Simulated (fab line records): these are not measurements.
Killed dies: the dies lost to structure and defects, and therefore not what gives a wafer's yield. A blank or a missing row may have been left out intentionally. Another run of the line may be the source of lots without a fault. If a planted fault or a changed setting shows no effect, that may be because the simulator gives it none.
Tool commonality check :: flow berkeleyCmos170 :: 45 wafers sampled across 15 lots

## REASON FOR OPENING
Of 15 lots, 3 have the reading SPACER_TEOS_THK flagged at UCB170_SPACER_THK_MEAS_01. Wafers without a fault read 374 nm, standard deviation 4.7.
Rule: a lot is flagged in two cases, either no wafer of it has a number, or all its wafers with numbers fall more than 4 standard deviations from that mean. The other lots count as sound.

lot: L130
measured: day 6 14:42
on: filmMetro-01
SPACER_TEOS_THK (nm), wafer by wafer: 369 371 376
flag: 

lot: L132
measured: day 6 20:49
on: filmMetro-01
SPACER_TEOS_THK (nm), wafer by wafer: 373 372 378
flag: 

lot: L134
measured: day 7 09:28
on: filmMetro-01
SPACER_TEOS_THK (nm), wafer by wafer: 361 374 369
flag: 

lot: L133
measured: day 7 09:44
on: filmMetro-01
SPACER_TEOS_THK (nm), wafer by wafer: 372 370 377
flag: 

lot: L137
measured: day 7 16:56
on: filmMetro-01
SPACER_TEOS_THK (nm), wafer by wafer: 371 375 377
flag: 

lot: L138
measured: day 7 17:07
on: filmMetro-01
SPACER_TEOS_THK (nm), wafer by wafer: 371 373 375
flag: 

lot: L140
measured: day 8 05:44
on: filmMetro-02
SPACER_TEOS_THK (nm), wafer by wafer: 369 383 374
flag: 

lot: L141
measured: day 9 04:29
on: filmMetro-01
SPACER_TEOS_THK (nm), wafer by wafer: 306 309 314
flag: FLAGGED

lot: L143
measured: day 9 04:53
on: filmMetro-02
SPACER_TEOS_THK (nm), wafer by wafer: 374 368 380
flag: 

lot: L142
measured: day 9 05:16
on: filmMetro-01
SPACER_TEOS_THK (nm), wafer by wafer: 384 381 379
flag: 

lot: L144
measured: day 9 22:43
on: filmMetro-02
SPACER_TEOS_THK (nm), wafer by wafer: 310 313 315
flag: FLAGGED

lot: L147
measured: day 10 13:12
on: filmMetro-03
SPACER_TEOS_THK (nm), wafer by wafer: 299 306 311
flag: FLAGGED

lot: L150
measured: day 11 04:04
on: filmMetro-03
SPACER_TEOS_THK (nm), wafer by wafer: 380 377 375
flag: 

lot: L149
measured: day 11 04:50
on: filmMetro-03
SPACER_TEOS_THK (nm), wafer by wafer: 372 369 374
flag: 

lot: L152
measured: day 11 13:03
on: filmMetro-01
SPACER_TEOS_THK (nm), wafer by wafer: 370 370 374
flag: 
The mean of the flagged lots' numbers is 309 nm, -65 nm from the usual (-14 standard deviations).

## WHICH TOOL EACH LOT WENT THROUGH
The record holds 1 process step before the reading, out of a route of 331 steps. In each cell: the tool, then ch and the chambers that the sampled wafers went through, then the start.
lot: L130
flag: 
UCB170_SPACER_CVD_00: pecvd-03 ch 1,2, day 6 14:39

lot: L132
flag: 
UCB170_SPACER_CVD_00: pecvd-03 ch 1,2, day 6 20:46

lot: L134
flag: 
UCB170_SPACER_CVD_00: pecvd-01 ch 0,1,2, day 7 09:25

lot: L133
flag: 
UCB170_SPACER_CVD_00: pecvd-03 ch 0,2, day 7 09:41

lot: L137
flag: 
UCB170_SPACER_CVD_00: pecvd-01 ch 0,2, day 7 16:53

lot: L138
flag: 
UCB170_SPACER_CVD_00: pecvd-03 ch 0,1, day 7 17:04

lot: L140
flag: 
UCB170_SPACER_CVD_00: pecvd-03 ch 0,2, day 8 05:40

lot: L141
flag: FLAGGED
UCB170_SPACER_CVD_00: pecvd-03 ch 0,1, day 9 04:26

lot: L143
flag: 
UCB170_SPACER_CVD_00: pecvd-01 ch 0,2, day 9 04:51

lot: L142
flag: 
UCB170_SPACER_CVD_00: pecvd-04 ch 0,1,2, day 9 05:13

lot: L144
flag: FLAGGED
UCB170_SPACER_CVD_00: pecvd-03 ch 0,1,2, day 9 22:40

lot: L147
flag: FLAGGED
UCB170_SPACER_CVD_00: pecvd-03 ch 0,1, day 10 13:10

lot: L150
flag: 
UCB170_SPACER_CVD_00: pecvd-01 ch 0,1,2, day 11 04:01

lot: L149
flag: 
UCB170_SPACER_CVD_00: pecvd-04 ch 0,1,2, day 11 04:47

lot: L152
flag: 
UCB170_SPACER_CVD_00: pecvd-01 ch 0,1, day 11 12:59
What these steps do:
- UCB170_SPACER_CVD_00: deposits SiO2 from TEOS/O2, target thk 376 nm, time 47 s.
- UCB170_SPACER_THK_MEAS_01

## FLAGGED AGAINST TOTAL, ONE TOOL AT A TIME (gauges that did the reading follow at the end)
step: UCB170_SPACER_CVD_00
tool: pecvd-01
lots run: 5
flagged: 0
share of the flagged lots: none
sound lots run after its first flagged lot: -

step: UCB170_SPACER_CVD_00
tool: pecvd-03
lots run: 8
flagged: 3
share of the flagged lots: all
sound lots run after its first flagged lot: 0

step: UCB170_SPACER_CVD_00
tool: pecvd-04
lots run: 2
flagged: 0
share of the flagged lots: none
sound lots run after its first flagged lot: -

step: UCB170_SPACER_THK_MEAS_01
tool: filmMetro-01
lots run: 9
flagged: 1
share of the flagged lots: some
sound lots run after its first flagged lot: 2 (L142,L152)

step: UCB170_SPACER_THK_MEAS_01
tool: filmMetro-02
lots run: 3
flagged: 1
share of the flagged lots: some
sound lots run after its first flagged lot: 0

step: UCB170_SPACER_THK_MEAS_01
tool: filmMetro-03
lots run: 3
flagged: 1
share of the flagged lots: some
sound lots run after its first flagged lot: 2 (L150,L149)

## WHAT THE TABLE ALLOWS
Rows of the table that ran each flagged lot: 1, that is pecvd-03 at UCB170_SPACER_CVD_00.
- pecvd-03 at UCB170_SPACER_CVD_00 ran 8 lots, 3 of them flagged. Last sound lot L140 at day 8 05:40, first flagged lot L141 at day 9 04:26; a fault beginning in between fits.
Just one tool remains: pecvd-03 at UCB170_SPACER_CVD_00.

## WHAT THE SIMULATOR HAD PUT IN
Site profile drift: pecvd-03, from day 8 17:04 on, at UCB170_SPACER_CVD_00. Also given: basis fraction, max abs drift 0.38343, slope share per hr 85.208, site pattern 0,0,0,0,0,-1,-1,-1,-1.
Struck lots among those shown: L141, L144, L147. The same result came from the rule above.
